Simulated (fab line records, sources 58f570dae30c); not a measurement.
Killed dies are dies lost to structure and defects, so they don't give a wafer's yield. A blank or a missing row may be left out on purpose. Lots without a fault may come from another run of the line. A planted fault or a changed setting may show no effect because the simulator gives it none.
Problem report in the 8D (eight disciplines) form, filled by code | flow berkeley_cmos170 | the parts of the form that need people (team, actions taken, sign-off) are left out

1. THE PROBLEM
PFIELD_TW at UCB170_PFIELD_TW_MEAS_09 reads a mean of 697 on 9 wafers of 3 lots; wafers without a fault read 597 with a standard deviation of 5.8. That is +17 standard deviations from the usual mean.
First seen on wafer L798.2, day 7 04:52, on film_metro-04. The record holds 45 wafers of 15 lots with a number at this step. Rule for "out", or "out of limits": more than 4 standard deviations from the usual mean. The other wafers with a number count as sound.

2. WHAT IT IS AND WHAT IT IS NOT
question                    | is                           | is not
which readings at this step | PFIELD_TW                    | -
which lots                  | L797, L798, L801             | L784, L786, L787, L789, L790, L791, L793, L794, L795, L799, L804, L806
which wafers of those lots  | all that have a number       | -
read on which gauges        | film_metro-02, film_metro-04 | film_metro-01
when                        | from day 7 04:52             | up to then (27 sound wafers); but 9 sound wafers of L799, L804, L806 came after

3. SUSPECTS, AND WHAT RULES EACH OUT
Counting: a tool at a process step up to the reading stays a suspect if it ran every lot that is out and no sound lot after the first of them.
- the gauge at UCB170_PFIELD_TW_MEAS_09: ruled out. The wafers that are out were read on 2 gauges (film_metro-02, film_metro-04).
- implanter-03 at UCB170_PFIELD_IMPLANT_07: kept. It ran every lot that is out, first L798 (day 7 04:38), and no sound lot after that; its last sound lot up to then is L794 (day 6 11:06). Its own readings are out on those wafers: dose_ions_cm2, faraday_current_uA.
Left after counting: implanter-03 at UCB170_PFIELD_IMPLANT_07.

4. THE CAUSE (what the simulator had put in)
Process parameter drift: implanter-03, from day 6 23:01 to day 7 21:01, at UCB170_PFIELD_IMPLANT_07. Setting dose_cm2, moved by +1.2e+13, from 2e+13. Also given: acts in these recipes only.
Counting left only this tool.

5. THE CHAIN OF EFFECTS, in route order
Each row: a reading whose mean over the struck wafers that have a number lies more than 3 standard deviations from the usual. Only readings for which the record gives a usual standard deviation are gone through. hours: the time from each lot's start at the first step in this table that gives one to its start at this step, as a median over the lots. sigmas: the change in usual standard deviations.
hours | step                     | reading            | usual      | on struck wafers | change      | sigmas
0     | UCB170_PFIELD_IMPLANT_07 | dose_ions_cm2      | 1.9996e+13 | 3.2000e+13       | +1.2004e+13 | +99 or more
0     | UCB170_PFIELD_IMPLANT_07 | faraday_current_uA | 63.5       | 102.4            | +38.9       | +30
0     | UCB170_PFIELD_TW_MEAS_09 | PFIELD_TW          | 597        | 697              | +100        | +17
The process steps in it:
- UCB170_PFIELD_IMPLANT_07
Later measuring or inspecting steps at which every struck wafer that the step has a row for has a number for every such reading, and none has moved that far: UCB170_V2_THK_MEAS_01, UCB170_V2_OVL_MEAS_13.

6. WHAT WOULD HAVE CAUGHT IT SOONER
In this record the first reading out of limits at a measuring or inspecting step was taken at day 7 04:52, 6 hours after the fault began at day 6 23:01.
The tool's own readings at UCB170_PFIELD_IMPLANT_07 were out on every struck wafer that the step has a row for (dose_ions_cm2, faraday_current_uA): an alarm limit on them would have fired on the first of those.
Of the lots that are out (3), L801 began UCB170_PFIELD_IMPLANT_07 on implanter-03 after day 7 04:52. A hold on the tool at that time would have spared it.
